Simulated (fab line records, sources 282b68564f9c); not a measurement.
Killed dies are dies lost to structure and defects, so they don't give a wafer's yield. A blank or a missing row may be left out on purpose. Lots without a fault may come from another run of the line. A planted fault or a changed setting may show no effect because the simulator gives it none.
A struck lot beside a sound one | flow rit_cmos | 20 steps out of a route of 202
Sound: wafers L603.3, L603.5, L603.6. Struck: wafers L609.1, L609.2, L609.3. The cause comes at the end.
At each step with rows: each side's tool, then ch and its chambers, then its first start. Under that, the readings that differ: sound wafers | struck wafers | difference of the means | sigmas: that difference in standard deviations of wafers without a fault.
alike: readings whose means differ by less than 2 such deviations, and words and numbers that are the same on both sides. not compared: withheld readings, readings that some wafer has no value for, bounds like >300 that may hide the same value, and numbers for which the record gives no deviation and whose values overlap.
The two part at a step that has a row with sigmas, a row that says differs or no value, or rows on one side only. Numbers that don't overlap but have no deviation are shown without sigmas and don't part them. A reading that every wafer of one side lacks parts them only if that side has two wafers or more.

RIT_FOX1_THK_MEAS_01:
  sound on film_metro-04, day 2 23:01; struck on film_metro-01, day 4 06:37
  reading             | sound       | struck      | difference | sigmas
  FOX1_OXIDE_THK (nm) | 339 344 344 | 359 357 361 | +17        | +2
then, 2 steps without rows for these wafers: RIT_FOX1_WET_ETCH_02 (etches SiO2 in BOE, target depth 350 nm, time 390 s); RIT_FOX2_OXIDATION_00 (target thk 350.7 nm, ox time 1130 s).
RIT_FOX2_THK_MEAS_01:
  sound on film_metro-02, day 3 00:30; struck on film_metro-02, day 4 08:07
  alike: FOX2_OXIDE_THK
then, 2 steps without rows for these wafers: RIT_FOX2_CLEAN_02 (cleans in dHF, time 180 s); RIT_FOX2_WET_ETCH_03 (etches Si3N4 in H3PO4, target depth 195 nm, time 2700 s).
RIT_FOX2_THK_MEAS_90:
  sound on film_metro-01, day 3 01:23; struck on film_metro-01, day 4 08:59
  alike: FIELD_OXIDE_LEFT_1_THK
then, 5 steps without rows for these wafers: RIT_NWELL_HMDS_00 (prime time 60 s); RIT_NWELL_COAT_01 (resist thk 1300 nm); RIT_NWELL_SOFTBAKE_02 (time 60 s); RIT_NWELL_EXPOSE_03 (exposes mask M2, target cd 43900 nm); RIT_NWELL_PEB_04.
RIT_NWELL_DEVELOP_05: develop time 68 s.
  sound on litho_track-03 ch 0, day 3 02:00; struck on litho_track-04 ch 0, day 4 09:00
RIT_NWELL_OVL_MEAS_06:
  sound on overlay-02, day 3 02:19; struck on overlay-01, day 4 09:55
  alike: NWELL_OVL
then, 2 steps without rows for these wafers: RIT_NWELL_HARDBAKE_07 (time 120 s); RIT_NWELL_IMPLANT_08.
RIT_NWELL_STRIP_09: strips in O2, time 180 s.
  sound on plasma_asher-02 ch 0,1, day 3 02:48; struck on plasma_asher-01 ch 0,1, day 4 10:22
  alike: drypump_motor_current_A, rf_refl_power_W
  not compared: rf_hours_counter_h
RIT_NWELL_TW_MEAS_10:
  sound on film_metro-04, day 3 02:56; struck on film_metro-03, day 4 10:32
  reading  | sound          | struck         | difference | sigmas
  NWELL_TW | 2131 2136 2139 | 2040 2042 2044 | -93        | -7
then, 1 step without rows for these wafers: RIT_PWELL_HMDS_00 (prime time 60 s).
RIT_M1_PROBE_99:
  sound on prober-01, day 4 16:35; struck on prober-02, day 6 02:02
  alike: killed_at_M0_to_M3, killed_at_contacts, killed_at_front_end, killed_dies, killed_open, killed_short

WHERE THEY PART
First at RIT_FOX1_THK_MEAS_01; last, within this record, at RIT_NWELL_TW_MEAS_10. Later steps at which nothing parts them and some readings are alike: RIT_M1_PROBE_99.

WHY: what the simulator had put in
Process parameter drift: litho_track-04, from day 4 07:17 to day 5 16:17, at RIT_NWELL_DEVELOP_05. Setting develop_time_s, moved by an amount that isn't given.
